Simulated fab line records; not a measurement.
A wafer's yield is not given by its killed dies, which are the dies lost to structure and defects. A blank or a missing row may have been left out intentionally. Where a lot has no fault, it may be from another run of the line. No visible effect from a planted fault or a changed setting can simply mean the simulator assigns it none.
2 desks looking at one fault -- flow berkeley_cmos170 -- what lay behind the numbers comes last; until then each desk has only its own

== FROM THE METROLOGY DESK ==
Means of the sampled wafers that have a number, per lot and without regard to the tool the lot ran on: this is what the gauges read. Any lot whose mean is over 4 standard deviations away from the usual mean is out of limits and marked OUT; that distance is given in the brackets.
Columns: A = V2_BOW at UCB170_V2_BOW_MEAS_03, usual 37 um
lot,first seen here,A
L991,day 7 08:53,39
L990,day 7 10:13,36
L994,day 8 19:03,34
L996,day 8 21:06,40
L993,day 8 21:27,41
L100,day 9 02:46,31
L101,day 10 02:51,37
L106,day 10 18:56,40
L104,day 10 22:49,40
L107,day 11 11:31,38
L108,day 11 13:30,37
L110,day 11 14:21,34
L112,day 11 21:16,40
L113,day 11 21:40,37
This desk found nothing out of limits on any of the 14 lots.

== FOR THE TOOL OWNER'S DESK: litho_track-01 ==
The tool's own readings at UCB170_M3_SOFTBAKE_11 (time 60 s): means of the sampled wafers that have a number, for each lot that ran on this tool. Any lot whose mean is over 4 standard deviations away from the usual mean is out of limits and marked OUT; that distance is given in the brackets.
Columns: A = exhaust_pa at UCB170_M3_SOFTBAKE_11, usual 45.1 Pa; B = heater_power_total_W at UCB170_M3_SOFTBAKE_11, usual 56.80 W; C = resist_line_temp_C at UCB170_M3_SOFTBAKE_11, usual 22.99 C; D = run_length_s at UCB170_M3_SOFTBAKE_11, usual 89.2 s
lot,first seen here,A,B,C,D
L991,day 7 12:00,44.8,56.75,22.86,89.3
L994,day 8 23:00,44.6,56.79,23.01,89.6
L993,day 9 02:00,45.0,60.51 (+90) OUT,23.18,77.1 (-37) OUT
L100,day 9 07:00,45.3,60.55 (+91) OUT,22.98,77.0 (-37) OUT
This desk finds L100, L993 out of limits, L993 being first, at day 9 02:00 (heater_power_total_W at UCB170_M3_SOFTBAKE_11). L991, L994: within limits.

== BROUGHT TOGETHER ==
The tool owner's desk had the chance to raise an alarm at day 9 02:00 on L100, L993.
From the metrology desk's view, nothing was out of limits.
The metrology desk has L100, L993 on record, within its limits.
Of the lots named, all ran UCB170_M3_SOFTBAKE_11 on litho_track-01.

== WHAT HAD BEEN PUT IN BY THE SIMULATOR ==
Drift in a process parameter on litho_track-01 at UCB170_M3_SOFTBAKE_11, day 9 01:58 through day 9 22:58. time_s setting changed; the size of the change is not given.
Struck lots among those shown: L100, L993.
How many hours passed from the start of the fault until each desk's first out-of-limits reading: the tool owner's desk, 0.
